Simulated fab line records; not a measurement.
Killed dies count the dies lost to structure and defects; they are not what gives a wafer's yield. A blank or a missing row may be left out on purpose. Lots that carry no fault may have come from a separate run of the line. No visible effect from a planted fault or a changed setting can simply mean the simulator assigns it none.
Tool commonality check ; flow berkeley-cmos170 ; Sample size 14 lots and 42 wafers

WHAT PROMPTED THE OPENING
At UCB170_START_THK_MEAS_03 the reading START_OXIDE_THK is flagged on 2 of 14 lots. No-fault wafers: 20.1 nm, standard deviation 0.37.
Rule: a lot gets a flag if all its wafers with a number sit over 4 standard deviations from that mean, or if no wafer of it has a number. All remaining lots are regarded as sound.

lot;measured;on;START_OXIDE_THK (nm), wafer by wafer;flag
L326;day 1 14:49;film-metro-02;19.9 20.1 19.9;
L328;day 2 02:31;film-metro-02;20.4 20.3 20.4;
L330;day 2 13:24;film-metro-04;20.0 20.0 19.8;
L331;day 2 13:25;film-metro-03;20.4 20.4 20.2;
L332;day 2 20:31;film-metro-03;19.8 20.2 20.1;
L333;day 3 02:56;film-metro-04;20.2 20.5 20.8;
L335;day 3 11:17;film-metro-04;20.2 19.9 20.3;
L336;day 3 17:14;film-metro-02;20.7 20.3 20.0;
L337;day 3 22:20;film-metro-03;20.4 20.4 20.5;
L338;day 4 01:44;film-metro-04;19.9 20.3 20.0;
L345;day 5 14:38;film-metro-02;25.6 26.0 25.7;FLAGGED
L346;day 5 18:49;film-metro-03;26.1 26.3 25.9;FLAGGED
L347;day 6 00:40;film-metro-03;19.5 19.6 19.6;
L349;day 6 11:08;film-metro-02;20.5 20.7 20.3;
The numbers of the flagged lots are 25.9 nm on average: +5.8 nm against the usual, or +16 standard deviations.

EACH LOT AND THE TOOL IT RAN ON
The record holds 1 process step before the reading, out of a route of 331 steps. Cell contents, in order: the tool; ch with the chambers the sampled wafers went through; the start.
lot;flag;UCB170_START_OXIDATION_02
L326;;furnace-02 ch 0, day 1 13:19
L328;;furnace-04 ch 0, day 2 00:59
L330;;furnace-01 ch 0, day 2 11:54
L331;;furnace-01 ch 0, day 2 11:54
L332;;furnace-01 ch 0, day 2 19:00
L333;;furnace-02 ch 0, day 3 01:26
L335;;furnace-04 ch 0, day 3 09:47
L336;;furnace-01 ch 0, day 3 15:43
L337;;furnace-02 ch 0, day 3 20:48
L338;;furnace-01 ch 0, day 4 00:13
L345;FLAGGED;furnace-01 ch 0, day 5 13:08
L346;FLAGGED;furnace-01 ch 0, day 5 17:19
L347;;furnace-02 ch 0, day 5 23:10
L349;;furnace-02 ch 0, day 6 09:37
These steps, and what they do:
- UCB170_START_OXIDATION_02: target thk 20 nm, ox time 1800 s.
- UCB170_START_THK_MEAS_03

FLAGGED OVER TOTAL, TOOL BY TOOL (the gauges that took the reading come last)
step;tool;lots run;flagged;share of the flagged lots;sound lots run after its first flagged lot
UCB170_START_OXIDATION_02;furnace-01;7;2;all;0
UCB170_START_OXIDATION_02;furnace-02;5;0;none;-
UCB170_START_OXIDATION_02;furnace-04;2;0;none;-
UCB170_START_THK_MEAS_03;film-metro-02;5;1;some;1 (L349)
UCB170_START_THK_MEAS_03;film-metro-03;5;1;some;1 (L347)
UCB170_START_THK_MEAS_03;film-metro-04;4;0;none;-

WHAT THE TABLE ALLOWS
All flagged lots share 1 row of the table, namely furnace-01 at UCB170_START_OXIDATION_02.
- furnace-01 at UCB170_START_OXIDATION_02: 2 of its 7 lots flagged. Last sound lot L338 at day 4 00:13, first flagged lot L345 at day 5 13:08; a fault beginning in between fits.
What remains is a single tool, furnace-01 at UCB170_START_OXIDATION_02.

WHAT HAD BEEN PUT IN BY THE SIMULATOR
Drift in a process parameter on furnace-01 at UCB170_START_OXIDATION_02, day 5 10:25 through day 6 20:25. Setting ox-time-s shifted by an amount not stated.
Shown lots that were struck: L345, L346. This agrees with what the rule above found.
